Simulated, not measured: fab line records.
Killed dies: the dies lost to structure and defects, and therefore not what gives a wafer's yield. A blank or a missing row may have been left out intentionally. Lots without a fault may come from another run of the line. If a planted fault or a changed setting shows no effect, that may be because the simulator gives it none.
Lot-split experiment || flow rit-cmos || 5 lots, 23 wafers read, on a route of 202 steps

== THE SPLIT ==
At RIT_ACTIVE_COAT_06 (resist thk 1000 nm), the setting spin-rpm was moved away from the recipe's 3250 rpm on 4 of the 23 wafers read, by -4.2% to -2.6%. All remaining wafers had this setting at the recipe value.

== THE PATH FROM SPLIT TO READING: the file shows 1 step between them ==
- RIT_ACTIVE_HARDBAKE_12: time 60 s (also split here: temp-c)

== THE READING ==
NOVOLAK_of_ACTIVE_COAT_06.thk-nm (the simulator's own value, which no gauge read), in nm, at RIT_ACTIVE_ETCH_13 (etches Si3N4 in SF6, stops on SiO2, time 210 s, target depth 210 nm). The file does not state a usual value for it. The 19 wafers here that ran the recipe average 655.5 nm, standard deviation 4.3 nm.

{"wafer": "L075.1", "tool, chamber at the split": "litho-track-03, 0", "spin-rpm as run, rpm": 3250, "against the recipe": "recipe", "NOVOLAK_of_ACTIVE_COAT_06.thk-nm, nm": 659.1, "against lot-mates on the recipe": "-"}
{"wafer": "L075.2", "tool, chamber at the split": "litho-track-03, 0", "spin-rpm as run, rpm": 3250, "against the recipe": "recipe", "NOVOLAK_of_ACTIVE_COAT_06.thk-nm, nm": 663.6, "against lot-mates on the recipe": "-"}
{"wafer": "L075.3", "tool, chamber at the split": "litho-track-03, 0", "spin-rpm as run, rpm": 3250, "against the recipe": "recipe", "NOVOLAK_of_ACTIVE_COAT_06.thk-nm, nm": 659, "against lot-mates on the recipe": "-"}
{"wafer": "L075.5", "tool, chamber at the split": "litho-track-03, 0", "spin-rpm as run, rpm": 3250, "against the recipe": "recipe", "NOVOLAK_of_ACTIVE_COAT_06.thk-nm, nm": 659, "against lot-mates on the recipe": "-"}
{"wafer": "L075.6", "tool, chamber at the split": "litho-track-03, 0", "spin-rpm as run, rpm": 3250, "against the recipe": "recipe", "NOVOLAK_of_ACTIVE_COAT_06.thk-nm, nm": 661.3, "against lot-mates on the recipe": "-"}
{"wafer": "L076.1", "tool, chamber at the split": "litho-track-03, 0", "spin-rpm as run, rpm": 3113, "against the recipe": "-4.2%", "NOVOLAK_of_ACTIVE_COAT_06.thk-nm, nm": 673.1, "against lot-mates on the recipe": "+15.9"}
{"wafer": "L076.2", "tool, chamber at the split": "litho-track-03, 0", "spin-rpm as run, rpm": 3250, "against the recipe": "recipe", "NOVOLAK_of_ACTIVE_COAT_06.thk-nm, nm": 657.3, "against lot-mates on the recipe": "-"}
{"wafer": "L076.4", "tool, chamber at the split": "litho-track-03, 0", "spin-rpm as run, rpm": 3113, "against the recipe": "-4.2%", "NOVOLAK_of_ACTIVE_COAT_06.thk-nm, nm": 679, "against lot-mates on the recipe": "+21.8"}
{"wafer": "L076.5", "tool, chamber at the split": "litho-track-03, 0", "spin-rpm as run, rpm": 3250, "against the recipe": "recipe", "NOVOLAK_of_ACTIVE_COAT_06.thk-nm, nm": 658, "against lot-mates on the recipe": "-"}
{"wafer": "L076.6", "tool, chamber at the split": "litho-track-03, 0", "spin-rpm as run, rpm": 3250, "against the recipe": "recipe", "NOVOLAK_of_ACTIVE_COAT_06.thk-nm, nm": 656.3, "against lot-mates on the recipe": "-"}
{"wafer": "L081.1", "tool, chamber at the split": "litho-track-04, 0", "spin-rpm as run, rpm": 3250, "against the recipe": "recipe", "NOVOLAK_of_ACTIVE_COAT_06.thk-nm, nm": 652.6, "against lot-mates on the recipe": "-"}
{"wafer": "L081.2", "tool, chamber at the split": "litho-track-04, 0", "spin-rpm as run, rpm": 3250, "against the recipe": "recipe", "NOVOLAK_of_ACTIVE_COAT_06.thk-nm, nm": 652.3, "against lot-mates on the recipe": "-"}
{"wafer": "L081.3", "tool, chamber at the split": "litho-track-04, 0", "spin-rpm as run, rpm": 3250, "against the recipe": "recipe", "NOVOLAK_of_ACTIVE_COAT_06.thk-nm, nm": 658.9, "against lot-mates on the recipe": "-"}
{"wafer": "L081.4", "tool, chamber at the split": "litho-track-04, 0", "spin-rpm as run, rpm": 3250, "against the recipe": "recipe", "NOVOLAK_of_ACTIVE_COAT_06.thk-nm, nm": 652.7, "against lot-mates on the recipe": "-"}
{"wafer": "L081.6", "tool, chamber at the split": "litho-track-04, 0", "spin-rpm as run, rpm": 3250, "against the recipe": "recipe", "NOVOLAK_of_ACTIVE_COAT_06.thk-nm, nm": 653.7, "against lot-mates on the recipe": "-"}
{"wafer": "L082.2", "tool, chamber at the split": "litho-track-04, 0", "spin-rpm as run, rpm": 3250, "against the recipe": "recipe", "NOVOLAK_of_ACTIVE_COAT_06.thk-nm, nm": 651.2, "against lot-mates on the recipe": "-"}
{"wafer": "L082.4", "tool, chamber at the split": "litho-track-04, 0", "spin-rpm as run, rpm": 3250, "against the recipe": "recipe", "NOVOLAK_of_ACTIVE_COAT_06.thk-nm, nm": 655.8, "against lot-mates on the recipe": "-"}
{"wafer": "L082.5", "tool, chamber at the split": "litho-track-04, 0", "spin-rpm as run, rpm": 3250, "against the recipe": "recipe", "NOVOLAK_of_ACTIVE_COAT_06.thk-nm, nm": 656.7, "against lot-mates on the recipe": "-"}
{"wafer": "L085.2", "tool, chamber at the split": "litho-track-04, 0", "spin-rpm as run, rpm": 3165, "against the recipe": "-2.6%", "NOVOLAK_of_ACTIVE_COAT_06.thk-nm, nm": 661.5, "against lot-mates on the recipe": "+12.7"}
{"wafer": "L085.3", "tool, chamber at the split": "litho-track-04, 0", "spin-rpm as run, rpm": 3165, "against the recipe": "-2.6%", "NOVOLAK_of_ACTIVE_COAT_06.thk-nm, nm": 661.6, "against lot-mates on the recipe": "+12.8"}
{"wafer": "L085.4", "tool, chamber at the split": "litho-track-04, 0", "spin-rpm as run, rpm": 3250, "against the recipe": "recipe", "NOVOLAK_of_ACTIVE_COAT_06.thk-nm, nm": 647.6, "against lot-mates on the recipe": "-"}
{"wafer": "L085.5", "tool, chamber at the split": "litho-track-04, 0", "spin-rpm as run, rpm": 3250, "against the recipe": "recipe", "NOVOLAK_of_ACTIVE_COAT_06.thk-nm, nm": 648.6, "against lot-mates on the recipe": "-"}
{"wafer": "L085.6", "tool, chamber at the split": "litho-track-04, 0", "spin-rpm as run, rpm": 3250, "against the recipe": "recipe", "NOVOLAK_of_ACTIVE_COAT_06.thk-nm, nm": 650.1, "against lot-mates on the recipe": "-"}

THE FIT
A straight line over all 23 wafers: NOVOLAK_of_ACTIVE_COAT_06.thk-nm changes by -4.23 nm for each +1% of spin-rpm; r = -0.79; the points scatter about the line by 4.5 nm.
The same after taking each lot's own level away (the mean of its wafers on the recipe; 23 wafers): -4.58 nm for each +1%; r = -0.95; scatter 2.1 nm.
Per that fit: largest spin-rpm move, reading shift of 19 nm.
Measured against the standard deviation above, the lots' own levels, which go from 648.77 to 660.40 nm, span 2.7 times it.
So the lot-to-lot level blurs the effect unless lot-mates are compared.
Check: +21.3 nm against its lot-mates is what the line predicts for one of the wafers moved furthest among these (-4.2%) when that wafer is left out of the fit. Against them it came out at +15.9 nm.

== ADDITIONAL SPLITS CARRIED BY THESE WAFERS ==
Other splits were also applied to these wafers ahead of the reading. Each is held against what the fit with the lots' levels taken away leaves over:
{"other split on the same wafers": "RIT_ACTIVE_CVD_03 sih2cl2-flow-sccm", "wafers away from the commonest value": 15, "r with NOVOLAK_of_ACTIVE_COAT_06.thk-nm (lot level and that fit taken away)": -0.03}
{"other split on the same wafers": "RIT_ACTIVE_HARDBAKE_12 temp-c", "wafers away from the commonest value": 12, "r with NOVOLAK_of_ACTIVE_COAT_06.thk-nm (lot level and that fit taken away)": -0.23}

== THE WHOLE CHAIN: every reading that the file lists as answering this split, in the file's order ==
{"step": "RIT_ACTIVE_COAT_06", "what it does": "resist thk 1000 nm", "reading": "NOVOLAK_of_ACTIVE_COAT_06.thk-nm (the simulator's own value, which no gauge read)", "change (the file's fit)": "-5.48 nm for each +1% of the setting", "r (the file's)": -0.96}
{"step": "RIT_ACTIVE_HARDBAKE_12", "what it does": "time 60 s", "reading": "NOVOLAK_of_ACTIVE_COAT_06.thk-nm (the simulator's own value, which no gauge read)", "change (the file's fit)": "-4.77 nm for each +1% of the setting", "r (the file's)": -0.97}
{"step": "RIT_ACTIVE_ETCH_13", "what it does": "etches Si3N4 in SF6, stops on SiO2, time 210 s, target depth 210 nm", "reading": "NOVOLAK_of_ACTIVE_COAT_06.thk-nm (the simulator's own value, which no gauge read)", "change (the file's fit)": "-4.59 nm for each +1% of the setting", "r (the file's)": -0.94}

== FILE'S OWN FIT ==
NOVOLAK_of_ACTIVE_COAT_06.thk-nm changes by -4.59 nm for each +1% of spin-rpm, r = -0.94.
